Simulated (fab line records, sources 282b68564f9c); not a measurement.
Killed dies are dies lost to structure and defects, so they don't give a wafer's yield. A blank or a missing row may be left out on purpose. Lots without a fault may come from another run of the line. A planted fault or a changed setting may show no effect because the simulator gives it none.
fab line records | flow rit_cmos
record lots=5 wafers=23
route steps=202 shown GATE@95 NLDD@104 PLDD@115 PSD@144 SDANNEAL@154 SILICIDE@162 M1@189
start_h: hours from the record's first day to the start of the lot's first wafer shown | wait_h: hours since the lot's step before | " the same as in the row above | L1.1+2: a row that stands for several wafers | - no value, or no start given | * or withheld: withheld | < > ~ a bound
route shown NAME@n: a module of which the file shows steps, and the number in the route of the first | usual: mean/standard deviation of fault-free wafers | same: alike in all rows | chamber/n: place in a boat | sites: the reading at each site | _std_site: their standard deviation | _edge_site: outer sites' mean less inner sites' | radius_mm: how far each site lies from the wafer's centre | mask NAME#n: copy n | behind: the tool/chamber that last shaped the wafer | hold: why the lot was held/for how many hours/how that ended | device: the transistor (n, p or np) that didn't switch | end of line: the same wafers' tests at the end of the route | a step without rows: its recipe alone | killed: dies lost to structure and defects at the first sort, not the wafer's yield | map: a wafer's dies, x killed, . not, _ none there
set.NAME: the setting as run; set.NAME@STEP: as run at that earlier step | model.NAME: the simulator's own value behind a step, which no gauge read
lots whose settings were changed on purpose; a table a step, a row a wafer
## steps
# step RIT_GATE_ETCH_19
# recipe chemistry=SF6/CHF3/O2 time_s=165 SF6_flow_sccm=30 CHF3_flow_sccm=30 O2_flow_sccm=5 target=poly-Si pressure_mtorr=40 rf_w=160 target_depth_a=3125 over_etch_frac=0.25 stop_on=SiO2
# columns lot.wafer tool chamber start_h wait_h set.rf_w set.sih4_flow_sccm@GATE_CVD_08 model.NOVOLAK_of_GATE_COAT_11.thk_nm model.etch.depth_nm model.GATE.feature_depth_nm
L074.1 rie_si-02 1 40.57 0.1 160 105.8 663.4 263.9 263.9
L074.2 " 0 " " 160 105.8 666.6 262.9 262.9
L074.4 " 2 " " 160 105.8 669.1 262.8 262.8
L074.5 " 1 " " 179.1 105.8 656.1 264.9 264.9
L074.6 " 2 " " 179.1 105.8 657.5 261.8 261.8
L079.1 rie_si-02 1 66.33 0.1 141.5 93.11 678.8 235.7 235.7
L079.2 " 2 " " 141.5 93.11 679.8 234 234
L079.3 " 3 " " 141.5 93.11 681.1 234.7 234.7
L079.4 " 0 " " 160 93.11 667.1 235.8 235.8
L079.5 " 0 " " 160 93.11 670.6 233.7 233.7
L080.1 rie_si-02 1 71.46 0.1 150.3 91.22 672.2 225.4 225.4
L080.2 " 3 " " 160 91.22 671.4 227.9 227.9
L080.3 " 0 " " 150.3 91.22 670.9 226 226
L080.4 " 2 " " 150.3 91.22 672.7 226.6 226.6
L080.5 " 3 " " 160 91.22 669.7 226.7 226.7
L084.1 rie_si-02 2 91.04 0.1 160 112.2 664.3 277.3 277.3
L084.2 " 1 " " 160 112.2 662.7 279.3 279.3
L084.3 " 0 " " 154.6 112.2 667.7 278.8 278.8
L084.4 " 3 " " 154.6 112.2 670.7 281 281
L084.5 " 3 " " 154.6 112.2 666.8 278.1 278.1
L085.3 rie_si-01 2 94.71 0.1 160 100 669.4 249.4 249.4
L085.5 " 2 " " 160 100 672.5 249.8 249.8
L085.6 " 0 " " 160 100 665.6 248.7 248.7
# step RIT_GATE_STRIP_20
# recipe chemistry=O2 time_s=180 resist=NOVOLAK platen_temp_c=withheld power_w=500 pressure_mtorr=4000 o2_flow_sccm=4000
# step RIT_GATE_CD_MEAS_90
# recipe target_cd_nm=150
# usual cd_nm=148.7/2.9
# columns lot.wafer tool chamber start_h wait_h set.dose_mj@GATE_EXPOSE_13 cd_nm
L074.1 cd_sem-01 - 40.85 0.1 380 145.1
L074.2 " - " " 380 145.4
L074.4 " - " " 395.2 125.6
L074.5 " - " " 380 145.0
L074.6 " - " " 395.2 126.9
L079.1 cd_sem-01 - 66.62 0.1 380 150.7
L079.2 " - " " 366 170.2
L079.3 " - " " 380 149.0
L079.4 " - " " 366 165.3
L079.5 " - " " 366 166.6
L080.1 cd_sem-02 - 71.74 0.1 380 149.4
L080.2 " - " " 391 132.5
L080.3 " - " " 380 145.1
L080.4 " - " " 391 133.2
L080.5 " - " " 380 148.1
L084.1 cd_sem-01 - 91.33 0.1 380 146.6
L084.2 " - " " 369.3 162.0
L084.3 " - " " 369.3 162.3
L084.4 " - " " 380 149.5
L084.5 " - " " 380 149.1
L085.3 cd_sem-02 - 95.03 0.1 380 144.1
L085.5 " - " " 380 145.1
L085.6 " - " " 380 144.1
# step RIT_NLDD_COAT_01
# recipe resist=NOVOLAK spin_rpm=3250 resist_thk_nm=1000
# columns lot.wafer tool chamber start_h wait_h set.spin_rpm model.NOVOLAK_of_NLDD_COAT_01.thk_nm
L074.1+4 litho_track-03 0 44.14 0.1 3250 1001
L074.2 " 0 " " 3250 999.7
L074.5+6 " 0 " " 3250 1002
L079.1 litho_track-03 0 70.73 0.1 3385 977.1
L079.2 " 0 " " 3250 999.3
L079.3 " 0 " " 3250 1000
L079.4 " 0 " " 3250 1002
L079.5 " 0 " " 3385 976.6
L080.1 litho_track-04 0 75.38 0.1 3103 1024
L080.2 " 0 " " 3250 996.7
L080.3 " 0 " " 3250 993.7
L080.4 " 0 " " 3103 1020
L080.5 " 0 " " 3250 996.4
L084.1 litho_track-01 0 94.57 0.1 3180 1012
L084.2 " 0 " " 3250 999.8
L084.3 " 0 " " 3250 1002
L084.4 " 0 " " 3250 997.6
L084.5 " 0 " " 3180 1009
L085.3 litho_track-04 0 98.32 0.1 3250 1001
L085.5 " 0 " " 3250 998.6
L085.6 " 0 " " 3250 997.9
# step RIT_NLDD_SOFTBAKE_02
# recipe resist=NOVOLAK temp_c=90 time_s=60
# step RIT_NLDD_EXPOSE_03
# recipe mask_id=M7 na=0.57 target_cd_nm=40700 dose_mj=250
# step RIT_NLDD_DEVELOP_05
# recipe resist=NOVOLAK develop_time_s=50 dev_temp_c=23
# step RIT_NLDD_HARDBAKE_07
# recipe resist=NOVOLAK temp_c=140 time_s=60
# columns lot.wafer tool chamber start_h wait_h set.spin_rpm@NLDD_COAT_01 model.NOVOLAK_of_NLDD_COAT_01.thk_nm
L074.1 litho_track-03 0 44.88 0.0 3250 884.9
L074.2 " 0 " " 3250 883.6
L074.4 " 0 " " 3250 884.6
L074.5 " 0 " " 3250 885.4
L074.6 " 0 " " 3250 885.9
L079.1 litho_track-03 0 71.47 0.0 3385 863.8
L079.2 " 0 " " 3250 883.2
L079.3 " 0 " " 3250 884
L079.4 " 0 " " 3250 885.5
L079.5 " 0 " " 3385 863.2
L080.1 litho_track-04 0 76.24 0.0 3103 904.4
L080.2 " 0 " " 3250 880.9
L080.3 " 0 " " 3250 878.3
L080.4 " 0 " " 3103 901.4
L080.5 " 0 " " 3250 880.6
L084.1 litho_track-04 0 95.31 0.0 3180 894
L084.2 " 0 " " 3250 883.5
L084.3 " 0 " " 3250 885.6
L084.4 " 0 " " 3250 881.7
L084.5 " 0 " " 3180 891.6
L085.3 litho_track-03 0 99.05 0.1 3250 884.3
L085.5 " 0 " " 3250 882.6
L085.6 " 0 " " 3250 881.9
# step RIT_PLDD_COAT_01
# recipe resist=NOVOLAK spin_rpm=3250 resist_thk_nm=1000
# columns lot.wafer tool chamber start_h wait_h set.spin_rpm model.NOVOLAK_of_PLDD_COAT_01.thk_nm
L074.1 litho_track-04 0 45.78 0.1 3250 1003
L074.2+6 " 0 " " 3425 973.9
L074.4 " 0 " " 3425 974.6
L074.5 " 0 " " 3250 999.1
L079.1 litho_track-01 0 72.15 0.1 3331 990.1
L079.2 " 0 " " 3331 988.9
L079.3 " 0 " " 3250 998.4
L079.4 " 0 " " 3331 990.3
L079.5 " 0 " " 3250 999
L080.1+2 litho_track-04 0 76.93 0.1 3055 1029
L080.3 " 0 " " 3250 998.7
L080.4 " 0 " " 3250 996.3
L080.5 " 0 " " 3055 1031
L084.1 litho_track-02 0 95.99 0.1 3250 1000
L084.2 " 0 " " 3365 982.5
L084.3+5 " 0 " " 3250 1001
L084.4 " 0 " " 3365 982.7
L085.3 litho_track-01 0 99.79 0.1 3250 999.1
L085.5 " 0 " " 3250 998.7
L085.6 " 0 " " 3250 1000
# step RIT_PLDD_SOFTBAKE_02
# recipe resist=NOVOLAK temp_c=90 time_s=60
# step RIT_PLDD_EXPOSE_03
# recipe mask_id=M8 na=0.57 target_cd_nm=40900 dose_mj=250
# step RIT_PLDD_DEVELOP_05
# recipe resist=NOVOLAK develop_time_s=50 dev_temp_c=23
# step RIT_PLDD_HARDBAKE_07
# recipe resist=NOVOLAK temp_c=140 time_s=60
# columns lot.wafer tool chamber start_h wait_h set.spin_rpm@PLDD_COAT_01 model.NOVOLAK_of_PLDD_COAT_01.thk_nm
L074.1 litho_track-04 0 46.70 0.1 3250 886.1
L074.2 " 0 " " 3425 861
L074.4 " 0 " " 3425 861.5
L074.5 " 0 " " 3250 883
L074.6 " 0 " " 3425 860.9
L079.1 litho_track-01 0 72.89 0.0 3331 875.1
L079.2 " 0 " " 3331 874.1
L079.3 " 0 " " 3250 882.3
L079.4 " 0 " " 3331 875.3
L079.5 " 0 " " 3250 882.9
L080.1 litho_track-01 0 77.66 0.0 3055 908.8
L080.2 " 0 " " 3055 909.2
L080.3 " 0 " " 3250 882.6
L080.4 " 0 " " 3250 880.6
L080.5 " 0 " " 3055 910.5
L084.1 litho_track-01 0 96.73 0.0 3250 884
L084.2 " 0 " " 3365 868.4
L084.3 " 0 " " 3250 884.4
L084.4 " 0 " " 3365 868.7
L084.5 " 0 " " 3250 885
L085.3 litho_track-04 0 100.69 0.1 3250 883
L085.5 " 0 " " 3250 882.7
L085.6 " 0 " " 3250 884.1
# step RIT_PLDD_IMPLANT_08
# recipe species=BF2 energy_kev=20 dose_cm2=9e+14 tilt_deg=7
# columns lot.wafer tool chamber start_h wait_h set.dose_cm2
L074.1+4 implanter-04 0 46.85 0.1 9e+14
L074.2+5+6 " 0 " " 8.706e+14
L079.1+4+5 implanter-04 0 73.04 0.1 9.619e+14
L079.2+3 " 0 " " 9e+14
L080.1+2+3+4+5 implanter-04 0 77.81 0.1 9e+14
L084.1+2+3+4+5 implanter-04 0 96.88 0.1 9e+14
L085.3+5+6 implanter-04 0 100.84 0.1 9e+14
# step RIT_PSD_SOFTBAKE_02
# recipe resist=NOVOLAK temp_c=90 time_s=60
# columns lot.wafer tool chamber start_h wait_h set.temp_c
L074.1+2+5 litho_track-04 0 54.04 0.1 91.72
L074.4+6 " 0 " " 90
L079.1+2 litho_track-03 0 77.64 0.1 87.45
L079.3+4+5 " 0 " " 90
L080.1+2+4 litho_track-02 0 84.95 0.1 88.91
L080.3+5 " 0 " " 90
L084.1+2+3 litho_track-04 0 102.88 0.1 90
L084.4+5 " 0 " " 93.34
L085.3+5+6 litho_track-03 0 106.41 0.1 90
# step RIT_PSD_EXPOSE_03
# recipe mask_id=M10 na=0.57 target_cd_nm=40900 dose_mj=250
# step RIT_PSD_PEB_04
# recipe resist=NOVOLAK temp_c=withheld time_s=withheld
# step RIT_PSD_DEVELOP_05
# recipe resist=NOVOLAK develop_time_s=50 dev_temp_c=23
# columns lot.wafer tool chamber start_h wait_h set.temp_c@PSD_SOFTBAKE_02 model.NOVOLAK_of_PSD_COAT_01.thk_nm
L074.1 litho_track-02 0 - - 91.72 995.7
L074.2 " 0 " " 91.72 997.2
L074.4 " 0 " " 90 1001
L074.5 " 0 " " 91.72 997.4
L074.6 " 0 " " 90 1002
L079.1 litho_track-03 0 - - 87.45 1006
L079.2 " 0 " " 87.45 1007
L079.3+5 " 0 " " 90 1001
L079.4 " 0 " " 90 998.2
L080.1 litho_track-03 0 - - 88.91 993.6
L080.2 " 0 " " 88.91 995.2
L080.3 " 0 " " 90 993.8
L080.4 " 0 " " 88.91 995.8
L080.5 " 0 " " 90 994.1
L084.1 litho_track-02 0 - - 90 997.9
L084.2 " 0 " " 90 999.6
L084.3 " 0 " " 90 997.8
L084.4 " 0 " " 93.34 989.1
L084.5 " 0 " " 93.34 993.1
L085.3 litho_track-02 0 - - 90 1001
L085.5 " 0 " " 90 999.3
L085.6 " 0 " " 90 999.4
# step RIT_SDANNEAL_CLEAN_01
# recipe chemistry=dHF dilution=50:1 time_s=30
# columns lot.wafer tool chamber start_h wait_h set.time_s
L074.1+2+4+5+6 - - - 0.0 30
L079.1+2+3+4+5 - - - 0.0 30
L080.1+2+3+4+5 - - - 0.0 30
L084.1+2+3+4+5 - - - 0.0 32.83
L085.3+5+6 wet_bench-01 0 107.69 0.0 30
# step RIT_SDANNEAL_CLEAN_02
# recipe chemistry=SC2 mix=3:3:50 time_s=600 temp_c=75 dry=n2_spin
# step RIT_SDANNEAL_RTA_03
# recipe temp_c=1050 time_s=5 idle_temp_c=600 ramp_up_c_per_s=342 ramp_down_c_per_s=171 cool_to_c=600 ambient=N2
# step RIT_SDANNEAL_RS_MEAS_06
# recipe thk_meas_gauge=four-point-probe
# usual PLDD_RS=178.7/0.55
# columns lot.wafer tool chamber start_h wait_h set.dose_cm2@PLDD_IMPLANT_08 PLDD_RS[ohm/sq]
L074.1 film_metro-02 - 55.98 0.1 9e+14 178.9
L074.2 " - " " 8.706e+14 181.4
L074.4 " - " " 9e+14 179.0
L074.5 " - " " 8.706e+14 181.2
L074.6 " - " " 8.706e+14 181.6
L079.1 film_metro-03 - 79.63 0.1 9.619e+14 173.6
L079.2 " - " " 9e+14 178.7
L079.3 " - " " 9e+14 179.3
L079.4 " - " " 9.619e+14 173.4
L079.5 " - " " 9.619e+14 173.4
L080.1 film_metro-02 - 86.86 0.1 9e+14 178.1
L080.2 " - " " 9e+14 178.3
L080.3 " - " " 9e+14 178.1
L080.4 " - " " 9e+14 178.4
L080.5 " - " " 9e+14 178.6
L084.1 film_metro-02 - 104.70 0.1 9e+14 178.5
L084.2 " - " " 9e+14 179.5
L084.3 " - " " 9e+14 178.9
L084.4 " - " " 9e+14 178.8
L084.5 " - " " 9e+14 178.7
L085.3 film_metro-04 - 108.22 0.1 9e+14 178.9
L085.5 " - " " 9e+14 179.4
L085.6 " - " " 9e+14 178.6
# step RIT_SILICIDE_SPUTTER_01
# recipe material=Ti target_thk_nm=30 power_w=350 chamber_pressure_pa=0.667 gas=Ar time_s=240 substrate_temp_c=25
# columns lot.wafer tool chamber start_h wait_h set.time_s model.Ti_of_SILICIDE_SPUTTER_01.thk_nm
L074.1 pvd_sputter-01 - 56.23 0.0 240 29.69
L074.2 " - " " 240 29.88
L074.4 " - " " 240 29.68
L074.5 " - " " 240 29.82
L074.6 " - " " 240 29.94
L079.1 pvd_sputter-02 - 79.89 0.0 240 30.16
L079.2 " - " " 258.9 32.23
L079.3 " - " " 240 30.05
L079.4 " - " " 258.9 31.71
L079.5 " - " " 240 29.75
L080.1 pvd_sputter-04 - 87.12 0.0 218.1 26.74
L080.2 " - " " 240 29.71
L080.3 " - " " 218.1 26.83
L080.4 " - " " 240 29.28
L080.5 " - " " 240 29.62
L084.1 pvd_sputter-01 - 104.95 0.0 210.9 26.39
L084.2 " - " " 240 30.3
L084.3 " - " " 240 29.97
L084.4 " - " " 240 30.1
L084.5 " - " " 210.9 26.48
L085.3 pvd_sputter-02 - 108.44 0.0 240 29.6
L085.5 " - " " 240 29.16
L085.6 " - " " 240 29.56
# step RIT_SILICIDE_RS_MEAS_02
# recipe thk_meas_gauge=four-point-probe reads=Ti_of_SILICIDE_SPUTTER_01
# usual SILICIDE_TI_RS=48.6/0.68
# columns lot.wafer tool chamber start_h wait_h set.time_s@SILICIDE_SPUTTER_01 SILICIDE_TI_RS[ohm/sq]
L074.1 film_metro-01 - 56.38 0.1 240 48.5
L074.2 " - " " 240 48.2
L074.4 " - " " 240 48.6
L074.5 " - " " 240 48.3
L074.6 " - " " 240 48.0
L079.1 film_metro-04 - 80.04 0.1 240 47.6
L079.2 " - " " 258.9 43.8
L079.3 " - " " 240 47.8
L079.4 " - " " 258.9 44.7
L079.5 " - " " 240 48.3
L080.1 film_metro-04 - 87.27 0.1 218.1 55.4
L080.2 " - " " 240 48.5
L080.3 " - " " 218.1 55.1
L080.4 " - " " 240 49.4
L080.5 " - " " 240 48.7
L084.1 film_metro-01 - 105.10 0.1 210.9 56.2
L084.2 " - " " 240 47.3
L084.3 " - " " 240 48.0
L084.4 " - " " 240 47.7
L084.5 " - " " 210.9 56.1
L085.3 film_metro-01 - 108.63 0.1 240 48.6
L085.5 " - " " 240 49.7
L085.6 " - " " 240 48.8
# step RIT_SILICIDE_THK_MEAS_03
# recipe thk_meas_gauge=xrf reads=Ti_of_SILICIDE_SPUTTER_01
# usual SILICIDE_TI_THK=30.0/0.37
# columns lot.wafer tool chamber start_h wait_h set.time_s@SILICIDE_SPUTTER_01 SILICIDE_TI_THK[nm]
L074.1 film_metro-01 - 56.50 0.1 240 30.0
L074.2 " - " " 240 30.1
L074.4 " - " " 240 29.9
L074.5 " - " " 240 30.1
L074.6 " - " " 240 30.3
L079.1 film_metro-04 - 80.16 0.1 240 30.6
L079.2 " - " " 258.9 32.7
L079.3 " - " " 240 30.5
L079.4 " - " " 258.9 32.0
L079.5 " - " " 240 30.1
L080.1 film_metro-04 - 87.39 0.1 218.1 27.1
L080.2 " - " " 240 30.1
L080.3 " - " " 218.1 27.2
L080.4 " - " " 240 29.8
L080.5 " - " " 240 30.0
L084.1 film_metro-01 - 105.22 0.1 210.9 26.7
L084.2 " - " " 240 30.7
L084.3 " - " " 240 30.5
L084.4 " - " " 240 30.4
L084.5 " - " " 210.9 26.9
L085.3 film_metro-01 - 108.73 0.1 240 30.0
L085.5 " - " " 240 29.4
L085.6 " - " " 240 30.0
# step RIT_M1_SOFTBAKE_05
# recipe resist=NOVOLAK temp_c=90 time_s=60
# columns lot.wafer tool chamber start_h wait_h set.temp_c
L074.1+5+6 litho_track-01 0 59.88 0.1 87.83
L074.2+4 " 0 " " 90
L079.1+2+3 litho_track-04 0 83.70 0.1 90
L079.4+5 " 0 " " 91.44
L080.1+4+5 litho_track-04 0 90.70 0.1 90
L080.2+3 " 0 " " 87.87
L084.1+3 litho_track-02 0 108.60 0.1 90
L084.2+4+5 " 0 " " 93.66
L085.3+5+6 litho_track-04 0 112.00 0.1 90
# step RIT_M1_EXPOSE_06
# recipe mask_id=M12 na=0.6 source_shape=conventional sigma_outer=0.5 target_cd_nm=2600 dose_mj=250
# step RIT_M1_PEB_07
# recipe resist=NOVOLAK temp_c=withheld time_s=withheld
# step RIT_M1_DEVELOP_08
# recipe resist=NOVOLAK develop_time_s=68 dev_temp_c=23
# columns lot.wafer tool chamber start_h wait_h set.temp_c@M1_SOFTBAKE_05 model.NOVOLAK_of_M1_COAT_04.thk_nm
L074.1 litho_track-02 0 - - 87.83 1309
L074.2 " 0 " " 90 1301
L074.4 " 0 " " 90 1304
L074.5+6 " 0 " " 87.83 1310
L079.1 litho_track-04 0 - - 90 1302
L079.2 " 0 " " 90 1300
L079.3 " 0 " " 90 1303
L079.4 " 0 " " 91.44 1296
L079.5 " 0 " " 91.44 1297
L080.1 litho_track-01 0 - - 90 1302
L080.2 " 0 " " 87.87 1313
L080.3 " 0 " " 87.87 1311
L080.4+5 " 0 " " 90 1304
L084.1 litho_track-04 0 - - 90 1296
L084.2 " 0 " " 93.66 1279
L084.3 " 0 " " 90 1295
L084.4 " 0 " " 93.66 1283
L084.5 " 0 " " 93.66 1281
L085.3 litho_track-01 0 - - 90 1300
L085.5 " 0 " " 90 1303
L085.6 " 0 " " 90 1304
## key
split step=RIT_GATE_ETCH_19 setting=rf_w stated=160 by=wafer
response step=RIT_GATE_ETCH_19 reading=model.NOVOLAK_of_GATE_COAT_11.thk_nm change=-0.823 per=1% r=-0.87
split step=RIT_NLDD_COAT_01 setting=spin_rpm stated=3250 by=wafer
response step=RIT_NLDD_COAT_01 reading=model.NOVOLAK_of_NLDD_COAT_01.thk_nm change=-5.65 per=1% r=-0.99
response step=RIT_NLDD_HARDBAKE_07 reading=model.NOVOLAK_of_NLDD_COAT_01.thk_nm change=-4.95 per=1% r=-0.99
split step=RIT_PLDD_COAT_01 setting=spin_rpm stated=3250 by=wafer
response step=RIT_PLDD_COAT_01 reading=model.NOVOLAK_of_PLDD_COAT_01.thk_nm change=-5.04 per=1% r=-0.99
response step=RIT_PLDD_HARDBAKE_07 reading=model.NOVOLAK_of_PLDD_COAT_01.thk_nm change=-4.41 per=1% r=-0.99
split step=RIT_PLDD_IMPLANT_08 setting=dose_cm2 stated=9e+14 by=wafer
response step=RIT_SDANNEAL_RS_MEAS_06 reading=PLDD_RS change=-0.793 per=1% r=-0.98
split step=RIT_PSD_SOFTBAKE_02 setting=temp_c stated=90 by=wafer
response step=RIT_PSD_DEVELOP_05 reading=model.NOVOLAK_of_PSD_COAT_01.thk_nm change=-2.1 per=1% r=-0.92
split step=RIT_SDANNEAL_CLEAN_01 setting=time_s stated=30 by=lot
response none clear
split step=RIT_SILICIDE_SPUTTER_01 setting=time_s stated=240 by=wafer
response step=RIT_SILICIDE_SPUTTER_01 reading=model.Ti_of_SILICIDE_SPUTTER_01.thk_nm change=+0.292 per=1% r=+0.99
response step=RIT_SILICIDE_RS_MEAS_02 reading=SILICIDE_TI_RS change=-0.649 per=1% r=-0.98
response step=RIT_SILICIDE_THK_MEAS_03 reading=SILICIDE_TI_THK change=+0.296 per=1% r=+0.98
split step=RIT_M1_SOFTBAKE_05 setting=temp_c stated=90 by=wafer
response step=RIT_M1_DEVELOP_08 reading=model.NOVOLAK_of_M1_COAT_04.thk_nm change=-3.5 per=1% r=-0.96
split outside_this_file step=RIT_GATE_CVD_08 setting=sih4_flow_sccm
split outside_this_file step=RIT_GATE_EXPOSE_13 setting=dose_mj
# split outside_this_file: this setting was split too, and the file shows its column; the key of that split is in another file
